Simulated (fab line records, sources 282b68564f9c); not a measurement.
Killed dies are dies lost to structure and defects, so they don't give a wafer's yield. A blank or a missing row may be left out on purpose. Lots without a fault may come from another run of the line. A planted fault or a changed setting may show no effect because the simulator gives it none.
A struck lot beside a sound one | flow rit_cmos | 15 steps out of a route of 202
Sound: wafers L999.2, L999.4, L999.5. Struck: wafers L113.1, L113.2, L113.6. The cause comes at the end.
At each step with rows: each side's tool, then ch and its chambers, then its first start. Under that, the readings that differ: sound wafers | struck wafers | difference of the means | sigmas: that difference in standard deviations of wafers without a fault.
alike: readings whose means differ by less than 2 such deviations, and words and numbers that are the same on both sides. not compared: withheld readings, readings that some wafer has no value for, bounds like >300 that may hide the same value, and numbers for which the record gives no deviation and whose values overlap.
The two part at a step that has a row with sigmas, a row that says differs or no value, or rows on one side only. Numbers that don't overlap but have no deviation are shown without sigmas and don't part them. A reading that every wafer of one side lacks parts them only if that side has two wafers or more.

RIT_M1_SPUTTER_00: material Al, target thk 400 nm, time 500 s.
  sound on pvd_sputter-01, day 3 10:41; struck on pvd_sputter-01, day 6 07:08
  alike: throttle_valve_pct
RIT_M1_RS_MEAS_01: measures by four-point-probe.
  sound on film_metro-04, day 3 10:59; struck on film_metro-03, day 6 07:26
  alike: M1_AL_RS
RIT_M1_THK_MEAS_02: measures by xrf.
  sound on film_metro-04, day 3 11:06; struck on film_metro-03, day 6 07:33
  alike: M1_AL_THK
then, 6 steps without rows for these wafers: RIT_M1_HMDS_03 (prime time 60 s); RIT_M1_COAT_04 (resist thk 1300 nm); RIT_M1_SOFTBAKE_05 (time 60 s); RIT_M1_EXPOSE_06 (exposes mask M12, target cd 2600 nm); RIT_M1_PEB_07; RIT_M1_DEVELOP_08 (develop time 68 s).
RIT_M1_CD_MEAS_09: target cd 2600 nm.
  sound on cd_sem-02, day 3 12:03; struck on cd_sem-02, day 6 08:29
  alike: cd_nm
RIT_M1_OVL_MEAS_10:
  sound on overlay-02, day 3 12:10; struck on overlay-02, day 6 08:37
  reading     | sound       | struck        | difference | sigmas
  M1_OVL (nm) | 2.1 2.4 3.9 | 0.2 -0.5 -2.0 | -3.6       | -2
then, 1 step without rows for these wafers: RIT_M1_HARDBAKE_11 (time 120 s).
RIT_M1_METAL_ETCH_12: etches Al in Cl2/BCl3, stops on SiO2, time 165 s, target depth 600 nm.
  sound on rie_metal-04 ch 0,1, day 3 12:26; struck on rie_metal-03 ch 0,1, day 6 08:54
  reading                                 | sound             | struck            | difference | sigmas
  oes_product_au (a.u.)                   | 0.757 0.794 0.757 | 0.714 0.714 0.731 | -0.050     | -4
  model.NOVOLAK_of_M1_COAT_04.thk_nm (nm) | 797 807.4 799.2   | 749.5 737.9 748.4 | -55.9      |
  model.M1.feature_depth_nm (nm)          | 431.2 429.3 429.1 | 441.2 436 441.6   | +9.7       |
  alike: bcl3_flow_sccm, drypump_motor_current_A, throttle_valve_pct
  not compared: rf_hours_counter_h
then, 1 step without rows for these wafers: RIT_M1_STRIP_13 (strips in nmp, time 600 s).
RIT_M1_PROBE_99:
  sound on prober-02, day 3 14:44; struck on prober-02, day 6 11:09
  reading                               | sound                       | struck                     | difference | sigmas
  model.etest.antenna_m1.vt_shift_v (V) | -0.01338 -0.004511 -0.01401 | -0.01904 -0.01843 -0.01789 | -0.00782   |
  alike: defect_limited_yield, killed_at_front_end, killed_dies, killed_open, killed_short, sort_bin_3_pad_short, sort_bin_5_function, sort_bin_6_memory, sort_n_pass, sort_yield_pct

WHERE THEY PART
First at RIT_M1_OVL_MEAS_10; last, within this record, at RIT_M1_METAL_ETCH_12. Later steps at which nothing parts them and some readings are alike: RIT_M1_PROBE_99.

WHY: what the simulator had put in
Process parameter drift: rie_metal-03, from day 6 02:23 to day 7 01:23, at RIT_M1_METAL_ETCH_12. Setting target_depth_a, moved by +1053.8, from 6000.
